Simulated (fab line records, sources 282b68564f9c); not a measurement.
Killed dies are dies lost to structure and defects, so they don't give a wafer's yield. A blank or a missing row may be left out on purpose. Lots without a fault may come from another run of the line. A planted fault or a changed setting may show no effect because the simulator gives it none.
Tool commonality check | flow rit_cmos | 14 lots, 42 wafers sampled

WHY IT WAS OPENED
At RIT_REOX_THK_MEAS_04 the reading REOX_OXIDE_THK is flagged on 2 of 14 lots. Wafers without a fault read 25.2 nm, standard deviation 0.45.
Rule: a lot is flagged when every wafer of it that has a number lies more than 4 standard deviations from that mean, or none has a number. The other lots count as sound.

lot  | measured    | on            | REOX_OXIDE_THK (nm), wafer by wafer | flag
L774 | day 2 22:11 | film_metro-04 | 25.9 25.6 26.0                      |
L775 | day 3 01:37 | film_metro-04 | 24.7 25.0 25.2                      |
L776 | day 3 03:08 | film_metro-03 | 25.5 25.9 25.4                      |
L777 | day 3 08:23 | film_metro-03 | 24.5 24.6 24.8                      |
L778 | day 3 13:25 | film_metro-04 | 24.5 24.3 24.3                      |
L779 | day 3 19:37 | film_metro-02 | 25.1 25.0 24.3                      |
L780 | day 3 22:49 | film_metro-02 | 25.9 25.7 26.0                      |
L781 | day 4 02:43 | film_metro-03 | 27.9 28.3 28.1                      | FLAGGED
L782 | day 4 08:52 | film_metro-03 | 27.8 27.8 27.8                      | FLAGGED
L783 | day 4 15:13 | film_metro-03 | 25.5 24.8 24.9                      |
L785 | day 4 22:59 | film_metro-03 | 25.5 25.5 25.9                      |
L790 | day 6 00:08 | film_metro-03 | 25.3 24.7 25.0                      |
L794 | day 6 20:59 | film_metro-02 | 25.7 25.1 25.3                      |
L795 | day 7 00:44 | film_metro-02 | 25.0 24.9 24.9                      |
The numbers of the flagged lots are 27.9 nm on average: +2.8 nm against the usual, or +6 standard deviations.

WHICH TOOL RAN EACH LOT
The record holds 2 process steps before the reading, out of a route of 202 steps. In each cell: the tool, then ch and the chambers that the sampled wafers went through, then the start.
lot  | flag    | RIT_NRETRO_STRIP_09                 | RIT_REOX_OXIDATION_03
L774 |         | plasma_asher-01 ch 1, day 2 10:16   | furnace-03 ch 0, day 2 19:38
L775 |         | plasma_asher-01 ch 0,1, day 2 14:46 | furnace-02 ch 0, day 2 23:03
L776 |         | plasma_asher-02 ch 0,1, day 2 16:50 | furnace-03 ch 0, day 3 00:35
L777 |         | plasma_asher-02 ch 0,1, day 2 20:55 | furnace-03 ch 0, day 3 05:49
L778 |         | plasma_asher-03 ch 0,1, day 3 02:36 | furnace-04 ch 0, day 3 10:51
L779 |         | plasma_asher-03 ch 0,1, day 3 07:44 | furnace-04 ch 0, day 3 17:02
L780 |         | plasma_asher-01 ch 0,1, day 3 12:48 | furnace-03 ch 0, day 3 20:15
L781 | FLAGGED | plasma_asher-01 ch 0,1, day 3 16:07 | furnace-04 ch 0, day 4 00:10
L782 | FLAGGED | plasma_asher-03 ch 0,1, day 3 22:15 | furnace-04 ch 0, day 4 06:19
L783 |         | plasma_asher-03 ch 0,1, day 4 03:17 | furnace-02 ch 0, day 4 12:40
L785 |         | plasma_asher-01 ch 0,1, day 4 12:19 | furnace-02 ch 0, day 4 20:26
L790 |         | plasma_asher-02 ch 0,1, day 5 14:19 | furnace-02 ch 0, day 5 21:35
L794 |         | plasma_asher-03 ch 0,1, day 6 11:02 | furnace-02 ch 0, day 6 18:26
L795 |         | plasma_asher-02 ch 0, day 6 14:31   | furnace-02 ch 0, day 6 22:10
What these steps do:
- RIT_NRETRO_STRIP_09: strips in O2, time 180 s.
- RIT_REOX_OXIDATION_03: target thk 25.2 nm, ox time 5580 s.
- RIT_REOX_THK_MEAS_04

FLAGGED OVER TOTAL, TOOL BY TOOL (the gauges that took the reading come last)
step                  | tool            | lots run | flagged | share of the flagged lots | sound lots run after its first flagged lot
RIT_NRETRO_STRIP_09   | plasma_asher-01 | 5        | 1       | some                      | 1 (L785)
RIT_NRETRO_STRIP_09   | plasma_asher-02 | 4        | 0       | none                      | -
RIT_NRETRO_STRIP_09   | plasma_asher-03 | 5        | 1       | some                      | 2 (L783,L794)
RIT_REOX_OXIDATION_03 | furnace-02      | 6        | 0       | none                      | -
RIT_REOX_OXIDATION_03 | furnace-03      | 4        | 0       | none                      | -
RIT_REOX_OXIDATION_03 | furnace-04      | 4        | 2       | all                       | 0
RIT_REOX_THK_MEAS_04  | film_metro-02   | 4        | 0       | none                      | -
RIT_REOX_THK_MEAS_04  | film_metro-03   | 7        | 2       | all                       | 3 (L783,L785,L790)
RIT_REOX_THK_MEAS_04  | film_metro-04   | 3        | 0       | none                      | -

WHAT THE TABLE ALLOWS
2 rows of the table ran every flagged lot: furnace-04 at RIT_REOX_OXIDATION_03, film_metro-03 at RIT_REOX_THK_MEAS_04.
- furnace-04 at RIT_REOX_OXIDATION_03: 2 of its 4 lots flagged. Its last sound lot is L779 (day 3 17:02), its first flagged lot L781 (day 4 00:10): a fault that began between those two fits. Its own readings lie more than 4 standard deviations out on every wafer of the flagged lots: spike_tc_centre_C, spike_tc_source_C.
- film_metro-03 at RIT_REOX_THK_MEAS_04: 2 of its 7 lots flagged. Sound lots ran on it after the first flagged one (L783, L785, L790), which a lasting fault on the whole tool wouldn't allow.
One tool is left: furnace-04 at RIT_REOX_OXIDATION_03.

WHAT THE SIMULATOR HAD PUT IN
Process parameter drift: furnace-04, from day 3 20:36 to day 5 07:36, at RIT_REOX_OXIDATION_03. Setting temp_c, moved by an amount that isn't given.
Lots struck among those shown: L781, L782. The rule above found the same.
